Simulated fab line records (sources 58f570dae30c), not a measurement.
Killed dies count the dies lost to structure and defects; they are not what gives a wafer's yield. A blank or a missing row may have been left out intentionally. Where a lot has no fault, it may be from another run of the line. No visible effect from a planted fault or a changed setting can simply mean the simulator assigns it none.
One fault through the eyes of 2 desks ; flow berkeley_cmos170 ; only its own numbers are on each desk; what lay behind them is given at the end

METROLOGY DESK
Means of the sampled wafers that have a number, per lot and without regard to the tool the lot ran on: this is what the gauges read. Marked OUT: a lot whose mean sits more than 4 standard deviations from the usual mean, which makes it out of limits; the brackets give that distance.
Columns: A = ACTIVE_NITRIDE_THK at UCB170_ACTIVE_THK_MEAS_06, usual 220.0 nm
lot;first seen here;A
L362;day 5 06:29;220.2
L363;day 5 06:29;223.8
L364;day 5 06:29;222.8
L365;day 5 13:57;217.9
L366;day 6 07:37;218.1
L367;day 6 07:38;220.6
L370;day 6 13:06;221.2
L368;day 6 13:07;220.3
L369;day 6 13:11;222.5
L371;day 6 23:12;272.6 (+23) OUT
L372;day 6 23:13;275.8 (+24) OUT
L374;day 7 10:55;274.6 (+24) OUT
L373;day 7 10:59;275.4 (+24) OUT
L377;day 8 07:41;219.8
This desk finds L371, L372, L373, L374 out of limits, with the earliest case on L371 at day 6 23:12 (ACTIVE_NITRIDE_THK at UCB170_ACTIVE_THK_MEAS_06). In limits: L362, L363, L364, L365, L366, L367, L370, L368, L369, L377.

TOOL OWNER'S DESK, lpcvd-02
The tool's own readings at UCB170_ACTIVE_CVD_05 (deposits Si3N4 from SiH2Cl2/NH3, target thk 220 nm, time 3300 s): means of the sampled wafers that have a number, for each lot that ran on this tool. Marked OUT: a lot whose mean sits more than 4 standard deviations from the usual mean, which makes it out of limits; the brackets give that distance.
Columns: A = sih2cl2_flow_sccm at UCB170_ACTIVE_CVD_05, usual 24.99 sccm; B = zone_power_source_pct at UCB170_ACTIVE_CVD_05, usual 20.5 %
lot;first seen here;A;B
L365;day 5 12:01;25.04;19.3
L366;day 6 05:42;24.92;22.0
L367;day 6 05:42;24.98;21.8
L368;day 6 11:11;24.97;19.2
L369;day 6 11:11;25.01;21.6
L370;day 6 11:11;24.94;21.9
L371;day 6 21:17;24.99;19.2
L372;day 6 21:17;24.96;19.0
L373;day 7 09:00;25.04;19.3
L374;day 7 09:00;25.02;19.2
This desk found nothing out of limits on any of the 10 lots.

BROUGHT TOGETHER
L371, L372, L373, L374 would have let the metrology desk raise an alarm at day 6 23:12.
The desk of the tool owner found nothing out of limits.
The tool owner's desk has L371, L372, L373, L374 on record, within its limits.
UCB170_ACTIVE_CVD_05 was run on lpcvd-02 by each of the lots named.

WHAT THE SIMULATOR HAD INSERTED
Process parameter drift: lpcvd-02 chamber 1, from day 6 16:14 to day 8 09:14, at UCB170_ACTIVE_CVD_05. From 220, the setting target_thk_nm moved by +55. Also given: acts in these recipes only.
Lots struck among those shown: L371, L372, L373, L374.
Delay in hours, fault start to first out-of-limits reading, per desk: metrology desk 7.
